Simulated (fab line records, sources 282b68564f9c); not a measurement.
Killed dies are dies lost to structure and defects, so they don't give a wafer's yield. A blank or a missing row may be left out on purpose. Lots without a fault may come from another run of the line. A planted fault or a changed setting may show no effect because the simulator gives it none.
A struck lot beside a sound one | flow rit_cmos | 17 steps out of a route of 202
Sound: wafers L168.2, L168.4, L168.6. Struck: wafers L162.2, L162.3, L162.4. The cause comes at the end.
At each step with rows: each side's tool, then ch and its chambers, then its first start. Under that, the readings that differ: sound wafers | struck wafers | difference of the means | sigmas: that difference in standard deviations of wafers without a fault.
alike: readings whose means differ by less than 2 such deviations, and words and numbers that are the same on both sides. not compared: withheld readings, readings that some wafer has no value for, bounds like >300 that may hide the same value, and numbers for which the record gives no deviation and whose values overlap.
The two part at a step that has a row with sigmas, a row that says differs or no value, or rows on one side only. Numbers that don't overlap but have no deviation are shown without sigmas and don't part them. A reading that every wafer of one side lacks parts them only if that side has two wafers or more.

first, 4 steps without rows for these wafers: RIT_NWELL_SOFTBAKE_02 (time 60 s); RIT_NWELL_EXPOSE_03 (exposes mask M2, target cd 43900 nm); RIT_NWELL_PEB_04; RIT_NWELL_DEVELOP_05 (develop time 68 s).
RIT_NWELL_OVL_MEAS_06:
  sound on overlay-02, day 5 06:49; struck on overlay-01, day 3 20:42
  alike: NWELL_OVL
then, 2 steps without rows for these wafers: RIT_NWELL_HARDBAKE_07 (time 120 s); RIT_NWELL_IMPLANT_08.
RIT_NWELL_STRIP_09: strips in O2, time 180 s.
  sound on plasma_asher-01 ch 0,1, day 5 07:15; struck on plasma_asher-01 ch 0,1, day 3 21:08
  alike: chamber_pressure_mTorr, drypump_motor_current_A, rf_refl_power_W
  not compared: rf_hours_counter_h
RIT_NWELL_TW_MEAS_10:
  sound on film_metro-01, day 5 07:52; struck on film_metro-01, day 3 21:19
  alike: NWELL_TW
then, 3 steps without rows for these wafers: RIT_PWELL_HMDS_00 (prime time 60 s); RIT_PWELL_COAT_01 (resist thk 1300 nm); RIT_PWELL_SOFTBAKE_02 (time 60 s).
RIT_PWELL_EXPOSE_03: exposes mask M3, target cd 43700 nm.
  sound on iline_stepper-01 ch 0, day 5 08:31; struck on iline_stepper-02 ch 0, day 3 21:50
  reading                       | sound                | struck            | difference | sigmas
  model.PWELL.overlay_x_nm (nm) | -2.021 -2.021 -2.021 | 240.7 240.7 240.7 | +242.7     |
  alike: mask
then, 2 steps without rows for these wafers: RIT_PWELL_PEB_04; RIT_PWELL_DEVELOP_05 (develop time 68 s).
RIT_PWELL_OVL_MEAS_06:
  sound on overlay-01, day 5 08:56; struck on overlay-02, day 3 22:27
  reading        | sound          | struck            | difference | sigmas
  PWELL_OVL (nm) | -2.3 -3.5 -3.3 | 241.2 240.5 239.8 | +243.5     | +99 or more
  not compared: hold
then, 1 step without rows for these wafers: RIT_M1_PROBE_99.

WHERE THEY PART
Only at RIT_PWELL_OVL_MEAS_06, within this record.

WHY: what the simulator had put in
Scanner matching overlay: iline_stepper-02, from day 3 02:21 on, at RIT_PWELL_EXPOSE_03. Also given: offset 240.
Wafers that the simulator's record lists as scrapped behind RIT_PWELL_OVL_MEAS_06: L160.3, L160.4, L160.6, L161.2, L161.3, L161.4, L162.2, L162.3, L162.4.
